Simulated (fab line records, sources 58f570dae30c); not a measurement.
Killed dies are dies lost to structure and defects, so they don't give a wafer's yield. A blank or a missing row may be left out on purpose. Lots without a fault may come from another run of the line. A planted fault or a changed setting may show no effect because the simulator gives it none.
Problem report in the 8D (eight disciplines) form, filled by code | flow berkeley_cmos170 | the parts of the form that need people (team, actions taken, sign-off) are left out

1. THE PROBLEM
M1_AL_RS at UCB170_M1_RS_MEAS_01 reads a mean of 0.0564 ohm/sq on 2 wafers of 2 lots; wafers without a fault read 0.0486 ohm/sq with a standard deviation of 0.00058. That is +13 standard deviations from the usual mean.
The step: measures by four-point-probe.
First seen on wafer L878.2, day 12 23:01, on film_metro-04. The record holds 18 wafers of 6 lots with a number at this step. Rule for "out", or "out of limits": more than 4 standard deviations from the usual mean. The other wafers with a number count as sound.

2. WHAT IT IS AND WHAT IT IS NOT
question                    | is                           | is not
which readings at this step | M1_AL_RS                     | -
which lots                  | L878, L880                   | L866, L867, L870, L881
which wafers of those lots  | L878.2, L880.3               | L878.3, L878.5, L880.5, L880.6
read on which gauges        | film_metro-01, film_metro-04 | film_metro-03
when                        | from day 12 23:01            | up to then (11 sound wafers); but 5 sound wafers of L880, L881 came after

3. SUSPECTS, AND WHAT RULES EACH OUT
Counting: a tool at a process step up to the reading stays a suspect if it ran every lot that is out. Sound lots after the first of them don't rule it out here, since some wafers of a struck lot are sound.
- the gauge at UCB170_M1_RS_MEAS_01: ruled out. The wafers that are out were read on 2 gauges (film_metro-01, film_metro-04).
- pvd_sputter-03 at UCB170_M1_SPUTTER_00 (material Al, target thk 600 nm, time 80 s): kept. It ran every lot that is out, first L878 (day 12 22:56); its last sound lot up to then is L870 (day 11 17:22).
Left after counting: pvd_sputter-03 at UCB170_M1_SPUTTER_00.

4. THE CAUSE (what the simulator had put in)
Site profile drift: pvd_sputter-03, from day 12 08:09 on, at UCB170_M1_SPUTTER_00. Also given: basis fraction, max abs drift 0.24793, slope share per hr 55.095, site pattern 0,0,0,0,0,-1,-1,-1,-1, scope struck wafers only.
Counting left only this tool.

5. THE CHAIN OF EFFECTS, in route order
Each row: a reading whose mean over the struck wafers that have a number lies more than 3 standard deviations from the usual. Only readings for which the record gives a usual standard deviation are gone through. hours: the time from each lot's start at the first step in this table that gives one to its start at this step, as a median over the lots. sigmas: the change in usual standard deviations.
hours | step                    | reading        | usual         | on struck wafers | change  | sigmas
0     | UCB170_M1_RS_MEAS_01    | M1_AL_RS       | 0.0486 ohm/sq | 0.0564           | +0.0078 | +13
0     | UCB170_M1_THK_MEAS_02   | M1_AL_THK      | 591 nm        | 516              | -74     | -7.8
1     | UCB170_M1_METAL_ETCH_12 | oes_product_au | 0.858 a.u.    | 0.798            | -0.060  | -4.3
The process steps in it:
- UCB170_M1_METAL_ETCH_12: etches Al in Cl2/BCl3, stops on PSG, target depth 780 nm, time 130 s.
Later measuring or inspecting steps at which every struck wafer that the step has a row for has a number for every such reading, and none has moved that far: UCB170_M1_CD_MEAS_09, UCB170_M1_OVL_MEAS_10.

6. WHAT WOULD HAVE CAUGHT IT SOONER
In this record the first reading out of limits at a measuring or inspecting step was taken at day 12 23:01, 15 hours after the fault began at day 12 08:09.
Of the tool readings at UCB170_M1_SPUTTER_00 for which the record gives a usual standard deviation, none was out on any struck wafer, so an alarm limit of 4 standard deviations on them would not have fired.
Of the lots that are out (2), L880 began UCB170_M1_SPUTTER_00 on pvd_sputter-03 after day 12 23:01. A hold on the tool at that time would have spared it.
